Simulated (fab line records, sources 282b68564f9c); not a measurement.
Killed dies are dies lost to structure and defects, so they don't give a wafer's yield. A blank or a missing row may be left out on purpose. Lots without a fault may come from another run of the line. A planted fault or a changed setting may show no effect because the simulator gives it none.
One fault seen from 2 desks | flow rit_cmos | each desk has only its own numbers; what lay behind them comes last

THE TOOL OWNER'S DESK: pvd_sputter-01
The tool's own readings at RIT_SILICIDE_SPUTTER_01 (material Ti, target thk 30 nm, time 240 s): means of the sampled wafers that have a number, for each lot that ran on this tool. A lot is out of limits, marked OUT, if its mean lies more than 4 standard deviations from the usual mean; the brackets give that distance.
Columns: A = throttle_valve_pct at RIT_SILICIDE_SPUTTER_01, usual 29.8 %
lot  | first seen here | A
L595 | day 3 02:12     | 30.0
L597 | day 3 16:17     | 28.6
L599 | day 3 22:46     | 28.8
L603 | day 4 20:06     | 29.0
L607 | day 5 18:29     | 30.3
L609 | day 6 03:08     | 28.9
L611 | day 6 15:49     | 29.8
This desk's finding: nothing out of limits on any of the 7 lots.

THE METROLOGY DESK
What the gauges read, lot by lot, whatever tool the lot ran on: means of the sampled wafers that have a number. A lot is out of limits, marked OUT, if its mean lies more than 4 standard deviations from the usual mean; the brackets give that distance.
Columns: A = SILICIDE_TI_RS at RIT_SILICIDE_RS_MEAS_02, usual 47.2 ohm/sq; B = SILICIDE_TI_THK at RIT_SILICIDE_THK_MEAS_03, usual 30.3 nm
lot  | first seen here | A                       | B
L595 | day 3 02:21     | 47.1                    | 30.2
L596 | day 3 08:31     | 47.2                    | 30.2
L597 | day 3 16:26     | 47.4                    | 30.1
L598 | day 3 18:43     | 46.2                    | 30.8
L599 | day 3 22:56     | 46.2                    | 30.9
L602 | day 4 18:52     | 48.2                    | 29.7
L603 | day 4 20:16     | 47.6                    | 30.0
L604 | day 5 00:18     | 48.3                    | 29.7
L606 | day 5 10:58     | 47.1                    | 30.4
L607 | day 5 18:38     | 46.9                    | 30.2
L608 | day 6 01:08     | 47.0                    | 30.4
L609 | day 6 03:19     | 227.8 (+99 or more) OUT | 9.0 (-53) OUT
L611 | day 6 15:58     | 228.9 (+99 or more) OUT | 9.1 (-53) OUT
L618 | day 7 23:12     | 47.3                    | 30.2
This desk's finding: out of limits on L609, L611; first on L609, day 6 03:19 (SILICIDE_TI_RS at RIT_SILICIDE_RS_MEAS_02). In limits: L595, L596, L597, L598, L599, L602, L603, L604, L606, L607, L608, L618.

PUT TOGETHER
The metrology desk could have raised an alarm at day 6 03:19, on L609, L611.
The tool owner's desk saw nothing out of limits.
The tool owner's desk has L609, L611 on record, within its limits.
Of the lots named, all ran RIT_SILICIDE_SPUTTER_01 on pvd_sputter-01.

WHAT THE SIMULATOR HAD PUT IN
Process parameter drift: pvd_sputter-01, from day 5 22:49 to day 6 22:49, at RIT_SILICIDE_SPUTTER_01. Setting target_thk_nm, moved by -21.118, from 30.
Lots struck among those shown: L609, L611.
Hours from the fault's start to each desk's first reading out of limits: the metrology desk, 4.
